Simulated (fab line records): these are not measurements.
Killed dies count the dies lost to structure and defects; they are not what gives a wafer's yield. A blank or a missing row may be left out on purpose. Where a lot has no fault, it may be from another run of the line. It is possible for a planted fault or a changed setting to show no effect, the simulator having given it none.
The tool behind it: which one? -- flow rit cmos -- 42 wafers from 14 lots sampled at 2 of the route's 202 steps

## WHAT EACH GAUGE READ, for each wafer
RIT_M1_OVL_MEAS_10. Usual: for M1_OVL the level is 0.8 nm and the standard deviation is 1.7.
lot,measured,on,M1_OVL (nm),flag
L618,day 3 10:22,overlay-02,1.0 1.9 0.5,
L619,day 3 15:53,overlay-01,0.1 0.6 -2.5,
L620,day 3 17:42,overlay-01,0.8 0.3 0.8,
L621,day 3 22:07,overlay-01,1.0 0.7 0.5,
L623,day 4 11:47,overlay-02,3.7 0.9 1.6,
L626,day 5 03:05,overlay-02,-1.8 -2.2 -2.1,
L628,day 5 15:40,overlay-02,304.2 304.7 305.8,OFF
L630,day 5 23:31,overlay-01,4.3 4.3 3.5,
L632,day 6 10:41,overlay-01,304.0 304.2 304.8,OFF
L635,day 7 01:12,overlay-02,4.4 3.7 4.0,
L636,day 7 02:40,overlay-01,1.6 2.8 2.7,
L637,day 7 07:59,overlay-02,1.6 -0.5 0.3,
L638,day 7 14:23,overlay-01,2.2 2.9 1.9,
L641,day 8 06:01,overlay-02,1.3 1.1 0.6,

## WHAT TOOL EACH LOT RAN ON (gives the tool, then ch and the chambers of the sampled wafers, and finally the start)
lot,RIT_M1_EXPOSE_06
L618,"iline stepper-01 ch 0, day 3 09:40"
L619,"iline stepper-02 ch 0, day 3 15:13"
L620,"iline stepper-01 ch 0, day 3 17:09"
L621,"iline stepper-02 ch 0, day 3 21:34"
L623,"iline stepper-01 ch 0, day 4 11:14"
L626,"iline stepper-02 ch 0, day 5 02:32"
L628,"iline stepper-02 ch 0, day 5 15:07"
L630,"iline stepper-01 ch 0, day 5 22:57"
L632,"iline stepper-02 ch 0, day 6 10:10"
L635,"iline stepper-01 ch 0, day 7 00:39"
L636,"iline stepper-01 ch 0, day 7 02:07"
L637,"iline stepper-01 ch 0, day 7 07:27"
L638,"iline stepper-01 ch 0, day 7 13:50"
L641,"iline stepper-01 ch 0, day 8 05:28"
- RIT_M1_EXPOSE_06: exposes mask M12, target cd 2600 nm.

## AS READ BY THE TOOLS THEMSELVES (means over the sampled wafers that have a number; for cases with no such wafer, the mark the record gives instead)
The record holds no such reading with a usual standard deviation.

## THE ANSWER, worked out from the rows above alone
Rule: take the mean of a lot's wafers that have a number; if it is more than 3 standard deviations from the usual mean, the lot is off. Also off: a lot with no number at a reading for which 4 or more lots have one. Any other lot the step has rows for is counted as sound. Order of review: gauges by route order, followed by the tools' own readings, for which a lot's mean as printed above is used. At the first step where some lot is off, the reading lying furthest off is the one used; lots without a number count as furthest.
Off: at RIT_M1_OVL_MEAS_10 (M1_OVL), L628, L632.
A tool fits if, at a process step before that reading, it ran every lot that is off, and no sound lot after the first of them. Those tools and the gauges at RIT_M1_OVL_MEAS_10 are tried in the same way. One fits: RIT_M1_EXPOSE_06 on iline stepper-02. A fault onset in the window from L626 (day 5 02:32, its last sound lot) to L628 (day 5 15:07, its first lot off) fits.

## WHAT WAS PUT IN BY THE SIMULATOR
Scanner matching overlay: iline stepper-02, from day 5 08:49 on, at RIT_M1_EXPOSE_06. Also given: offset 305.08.
Struck lots among those shown: L628, L632. The rule given above showed the same thing.
